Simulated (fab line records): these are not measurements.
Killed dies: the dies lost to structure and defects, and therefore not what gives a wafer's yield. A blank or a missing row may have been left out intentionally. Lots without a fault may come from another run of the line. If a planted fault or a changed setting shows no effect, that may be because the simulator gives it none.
8D (eight disciplines) problem report, filled in by code ; flow berkeleyCmos170 ; the parts of the form that need people (team, actions taken, sign-off) are left out

## 1. PROBLEM STATEMENT
Wafers without a fault read 400.1 sccm, standard deviation 1.2; o2FlowSccm at UCB170_ZERO_STRIP_07 reads a mean of 318.4 sccm on 3 wafers belonging to 2 lots. Measured from the usual mean, that is -68 standard deviations.
The step: strips in O2.
The first sign was on wafer L748.2 at day 3 05:28, on plasmaAsher-01. At this step, 42 wafers from 14 lots have a number in the record. Rule for "out" (also "out of limits"): further than 4 standard deviations from the usual mean. Any other wafer with a number is counted as sound.

## 2. WHAT IT IS, AND WHAT IT ISN'T
question;is;is not
which readings at this step;o2FlowSccm, stripTimeToEndpointS;-
which lots;L748, L749;L742, L743, L744, L747, L754, L755, L757, L759, L760, L761, L762, L763
which wafers of those lots;L748.2, L748.6, L749.5;L748.5, L749.1, L749.6
read on which tools;plasmaAsher-01;plasmaAsher-03, plasmaAsher-04
when;from day 3 05:28;"up to then (10 sound wafers); but 29 sound wafers of L747, L749, L754, L755, L757, L759, L760, L761, L762, L763 came after"

## 3. SUSPECTS, AND WHAT RULES EACH OUT
Counting: any tool at a process step up to the reading remains a suspect provided it ran every lot that is out. Sound lots after the first of them don't rule it out here, since some wafers of a struck lot are sound.
- plasmaAsher-01 at UCB170_ZERO_STRIP_07 (strips in O2): kept. It processed each lot that is out (first: L748, day 3 05:28); up to then, its last sound lot is L743 (day 2 03:55). Its own o2FlowSccm, stripTimeToEndpointS readings are out on those wafers.
- The sound lot-mates ran in chamber 1 of plasmaAsher-01 at UCB170_ZERO_STRIP_07, but the wafers that are out ran in chamber 0.
The count leaves plasmaAsher-01 at UCB170_ZERO_STRIP_07.

## 4. THE CAUSE (what the simulator had put in)
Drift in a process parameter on plasmaAsher-01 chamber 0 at UCB170_ZERO_STRIP_07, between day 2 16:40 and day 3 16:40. Setting o2FlowSccm shifted by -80 from 400. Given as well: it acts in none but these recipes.
This tool alone remained once counting was done.

## 5. THE EFFECT CHAIN, in route order
Each row: a reading where the mean over the struck wafers with a number is more than 3 standard deviations away from the usual. Readings are gone through only where the record gives a usual standard deviation; hours: the median, over the lots, of the time from a lot's start at the first step in this table giving one to that lot's start at this step; sigmas: the change measured in usual standard deviations.
hours;step;reading;usual;on struck wafers;change;sigmas
0;UCB170_ZERO_STRIP_07;o2FlowSccm;400.1 sccm;318.4;-81.7;-68
0;UCB170_ZERO_STRIP_07;oesProductAu;0.727 a.u.;0.711;-0.016;-3.6
0;UCB170_ZERO_STRIP_07;stripTimeToEndpointS;21.47 s;22.23;+0.76;+17
Its process steps:
- UCB170_ZERO_STRIP_07: strips in O2.
At these later measuring or inspecting steps, every struck wafer for which the step has a row has a number for every such reading, and none has moved that far: UCB170_PLDD_CD_MEAS_06, UCB170_NSD_CD_MEAS_06.

## 6. HOW IT WOULD HAVE BEEN CAUGHT EARLIER
In this record no reading fell out of limits until day 3 05:28, 13 hours after the fault had begun at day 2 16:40.
